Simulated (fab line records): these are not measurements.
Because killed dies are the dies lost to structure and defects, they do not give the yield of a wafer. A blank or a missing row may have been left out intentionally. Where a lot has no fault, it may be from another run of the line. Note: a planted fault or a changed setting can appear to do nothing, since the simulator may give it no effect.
fab line records | flow rit-cmos
record: lots: 15 wafers: 45 last-day: 7
route steps=202 shown NRETRO@56 M1@202
lots that met no fault: taken from a fault-free run of the same line
start-h: hours from the record's opening day to when the first of the lot's shown wafers began | wait-h: hours elapsed since this lot's preceding step | " as in the row above | L1.1+2: one row covering several wafers at once | - no value, or no start given | * or withheld: withheld | < > ~ a bound
route shown NAME@n: NAME is a module with steps in the file, n the number in the route of the first one | usual: mean and standard deviation over wafers with no fault | same: alike in all rows | chamber/n: place in a boat | sites: the reading at each site | _std_site: their standard deviation | _edge_site: outer sites' mean less inner sites' | radius-mm: how far each site lies from the wafer's centre | mask NAME#n: copy n | behind: tool/chamber where the wafer was last shaped | hold: cause of the lot's hold/its duration in hours/its outcome | device: the n, p or np transistor that did not switch | end of line: the route-end tests of the same wafers | for a step that has no rows: nothing shown but its recipe | killed: the dies lost at the first sort to structure and to defects; this is not the yield of the wafer | map: a wafer's dies, x killed, . not, _ none there
set.NAME: the setting that was run; set.NAME@STEP: the one run at that earlier step | model.NAME: the simulator's own value behind a step, which no gauge read
steps of the route over a sample of lots; a table a step, a row a wafer
services: when a tool's chamber went out of use (start-h, in hours from the record's first day, below 0 if earlier), for how many hours, and the reason
== steps ==
step: RIT_NRETRO_EXPOSE_03
recipe: mask-id: M4 na: 0.57 target-cd-nm: 43900 dose-mj: 250
columns lot.wafer tool chamber start-h wait-h mask
L246.1+2+5 iline-stepper-01 0 30.31 0.1 M4#0
L248.1+3+5 iline-stepper-02 0 39.51 0.1 M4#0
L249.2+3+5 iline-stepper-02 0 44.12 0.1 M4#0
L251.1+4+6 iline-stepper-02 0 54.83 0.1 M4#0
L253.1+4+6 iline-stepper-02 0 63.65 0.1 M4#0
L254.2+5+6 iline-stepper-02 0 68.48 0.1 M4#0
L255.1+4+5 iline-stepper-02 0 75.32 0.1 M4#0
L256.1+3+5 iline-stepper-01 0 78.76 0.2 M4#0
L260.2+3+5 iline-stepper-01 0 98.55 0.2 M4#0
L262.2+4+6 iline-stepper-02 0 109.34 0.1 M4#0
L263.1+2+3 iline-stepper-01 0 113.57 0.2 M4#0
L264.2+3+4 iline-stepper-01 0 118.46 0.1 M4#0
L265.1+2+5 iline-stepper-02 0 123.58 0.2 M4#0
L266.2+3+4 iline-stepper-02 0 129.18 0.2 M4#0
L269.1+2+4 iline-stepper-02 0 143.53 0.3 M4#0
step: RIT_NRETRO_OVL_MEAS_06
usual: NRETRO_OVL: -1.2/1.5
columns lot.wafer tool chamber start-h wait-h hold NRETRO_OVL[nm]
L246.1 overlay-01 - 30.74 - - 1.1
L246.2 " - " " - 0.0
L246.5 " - " " - 1.1
L248.1 overlay-01 - 40.02 - - 0.9
L248.3 " - " " - 0.8
L248.5 " - " " - 0.6
L249.2 overlay-01 - 44.54 - - 1.4
L249.3 " - " " - 0.9
L249.5 " - " " - 0.4
L251.1 overlay-01 - 55.26 - - -1.6
L251.4 " - " " - -1.3
L251.6 " - " " - -1.9
L253.1 overlay-02 - 64.08 - - -2.8
L253.4 " - " " - -1.0
L253.6 " - " " - 0.2
L254.2 overlay-02 - 68.92 - - -2.1
L254.5 " - " " - -1.9
L254.6 " - " " - -3.5
L255.1 overlay-01 - 75.75 - - -1.9
L255.4 " - " " - -1.3
L255.5 " - " " - -1.1
L256.1 overlay-02 - 79.19 - - 0.5
L256.3 " - " " - 0.0
L256.5 " - " " - -0.5
L260.2 overlay-01 - 98.96 - await-dispo/0.2h/release -181.1
L260.3 " - " " await-dispo/0.2h/release -179.8
L260.5 " - " " await-dispo/0.2h/release -180.8
L260.2 overlay-01 - 99.17 0.2 - -180.7
L260.3 " - " " - -179.1
L260.5 " - " " - -180.2
L262.2 overlay-02 - 109.75 - - -3.5
L262.4 " - " " - -2.4
L262.6 " - " " - -2.1
L263.1 overlay-02 - 114.00 - await-dispo/0.2h/release -181.6
L263.2 " - " " await-dispo/0.2h/release -182.2
L263.3 " - " " await-dispo/0.2h/release -182.1
L263.1 overlay-02 - 114.20 0.2 - -181.0
L263.2 " - " " - -181.8
L263.3 " - " " - -182.9
L264.2 overlay-01 - 118.88 - await-dispo/0.2h/release -178.6
L264.3 " - " " await-dispo/0.2h/release -178.9
L264.4 " - " " await-dispo/0.2h/release -178.7
L264.2 overlay-01 - 119.08 0.2 - -178.0
L264.3 " - " " - -178.5
L264.4 " - " " - -179.1
L265.1 overlay-02 - 124.01 - - -5.1
L265.2 " - " " - -2.7
L265.5 " - " " - -2.4
L266.2 overlay-02 - 129.59 - - -1.7
L266.3 " - " " - -1.7
L266.4 " - " " - 0.4
L269.1 overlay-02 - 144.13 - - -1.4
L269.2 " - " " - 0.7
L269.4 " - " " - -2.2
step: RIT_M1_PROBE_99
usual: defect-limited-yield: 97.5/1.2 killed-at-contacts: 0.1/0.31 killed-at-front-end: 7/3.1 killed-dies: 7/3.1 killed-open: 3.3/1.9 killed-short: 3.3/2 sort_bin_3_pad_short: 0.1/0.21 sort_bin_5_function: 1.5/0.88 sort_bin_6_memory: 0.9/0.64 sort-n-pass: 257/3.1 sort-yield-pct: 97.5/1.2
same: gross-dies: 264 killed_at_M0_to_M3: 0 killed_at_M4_up: 0 killed-at-back-side: 0 killed-at-other: 0
columns lot.wafer tool chamber start-h wait-h defect-limited-yield[%] killed-at-contacts killed-at-front-end killed-dies killed-open killed-short sort_bin_3_pad_short[%] sort_bin_5_function[%] sort_bin_6_memory[%] sort-n-pass sort-yield-pct[%]
L253.1 prober-01 - 91.17 0.1 98.9 0 3 3 3 0 0 1.1 0 261 98.9
L253.4 prober-01 - 91.32 0.2 98.9 0 3 3 0 3 0.4 0.4 0.4 261 98.9
L253.6 prober-01 - 91.42 0.2 97.3 0 7 7 4 3 0 2.3 0.4 257 97.3
L255.1 prober-01 - 103.39 0.1 96.2 0 10 10 6 4 0 2.7 1.1 254 96.2
L255.4 prober-01 - 103.54 0.2 97.7 0 6 6 2 4 0 0.8 1.5 258 97.7
L255.5 prober-01 - 103.59 0.2 99.2 0 2 2 1 1 0 0 0.8 262 99.2
L256.1 prober-01 - 108.60 0.1 98.9 0 3 3 2 1 0 0.8 0.4 261 98.9
L256.3 prober-01 - 108.70 0.2 98.5 0 4 4 4 0 0 0.4 1.1 260 98.5
L256.5 prober-01 - 108.80 0.2 99.2 0 2 2 1 1 0 0.4 0.4 262 99.2
L262.2 prober-01 - 137.53 0.1 98.5 0 4 4 4 0 0 1.5 0 260 98.5
L262.4 prober-01 - 137.63 0.2 97.0 0 8 8 3 5 0 2.3 0.8 256 97.0
L262.6 prober-01 - 137.73 0.2 97.3 0 7 7 2 5 0 1.9 0.8 257 97.3
L265.1 prober-01 - 153.44 0.1 97.0 0 8 8 4 4 0.4 2.3 0.4 256 97.0
L265.2 prober-01 - 153.49 0.1 97.7 0 6 6 5 1 0.4 1.1 0.8 258 97.7
L265.5 prober-01 - 153.64 0.2 97.0 0 8 8 4 4 0 2.3 0.8 256 97.0
killed by level:class
L253.1 GATE:geometric-particle:open=3
L253.4 REOX:geometric-particle:short=2 FOX2:geometric-particle:short=1
L253.6 SPACER:geometric-particle:open=3 SPACER:geometric-particle:short=3 GATE:geometric-particle:open=1
L255.1 GATE:geometric-particle:short=4 GATE:geometric-particle:open=4 FOX1:geometric-particle:open=1 SPACER:geometric-particle:open=1
L255.4 GATE:geometric-particle:short=3 GATE:geometric-particle:open=2 REOX:geometric-particle:short=1
L255.5 FOX1:geometric-particle:short=1 GATE:geometric-particle:open=1
L256.1 GATE:geometric-particle:open=1 REOX:geometric-particle:open=1 SILICIDE:geometric-particle:short=1
L256.3 GATE:geometric-particle:open=2 REOX:geometric-particle:open=2
L256.5 GATE:geometric-particle:short=1 SILICIDE:geometric-particle:open=1
L262.2 GATE:geometric-particle:open=2 FOX2:geometric-particle:open=1 SPACER:geometric-particle:open=1
L262.4 GATE:geometric-particle:short=4 GATE:geometric-particle:open=2 FOX1:geometric-particle:open=1 SILICIDE:geometric-particle:short=1
L262.6 FOX1:geometric-particle:short=2 GATE:geometric-particle:short=2 GATE:geometric-particle:open=1 REOX:geometric-particle:short=1 SILICIDE:geometric-particle:open=1
L265.1 FOX1:geometric-particle:open=2 GATE:geometric-particle:short=2 REOX:geometric-particle:open=2 ACTIVE:geometric-particle:short=1 SILICIDE:geometric-particle:short=1
L265.2 FOX2:geometric-particle:open=2 FOX1:geometric-particle:open=1 FOX1:geometric-particle:short=1 GATE:geometric-particle:open=1 SILICIDE:geometric-particle:open=1
L265.5 GATE:geometric-particle:short=3 FOX1:geometric-particle:open=2 GATE:geometric-particle:open=1 REOX:geometric-particle:short=1 REOX:geometric-particle:open=1
== services ==
columns tool chamber start-h hours kind
iline-stepper-01 0 42.21 - calibration
iline-stepper-01 - 45.80 2.1 pm
iline-stepper-01 - 47.88 - consumable-replace:lamp
iline-stepper-01 - 48.14 11.8 repair
iline-stepper-02 - 110.06 4.4 repair
iline-stepper-01 - 123.65 1.7 pm
iline-stepper-01 - 126.06 9.4 repair
== key ==
first-sign: step: RIT_NRETRO_OVL_MEAS_06 reading: visit direction: added
effect: step: RIT_NRETRO_OVL_MEAS_06 reading: NRETRO_OVL direction: down sigmas: 99+ usual: -1.2 struck: -180.4
met-at RIT_NRETRO_EXPOSE_03
struck-lots L260,L263,L264
scrapped-behind RIT_NRETRO_OVL_MEAS_06 L260.2,L260.3,L260.5,L263.1,L263.2,L263.3,L264.2,L264.3,L264.4
onset-between 78.76 98.55
fault: kind: scanner-matching-overlay tool: iline-stepper-01 chamber: - onset-h: 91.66 steps: RIT_NRETRO_EXPOSE_03 offset: -180
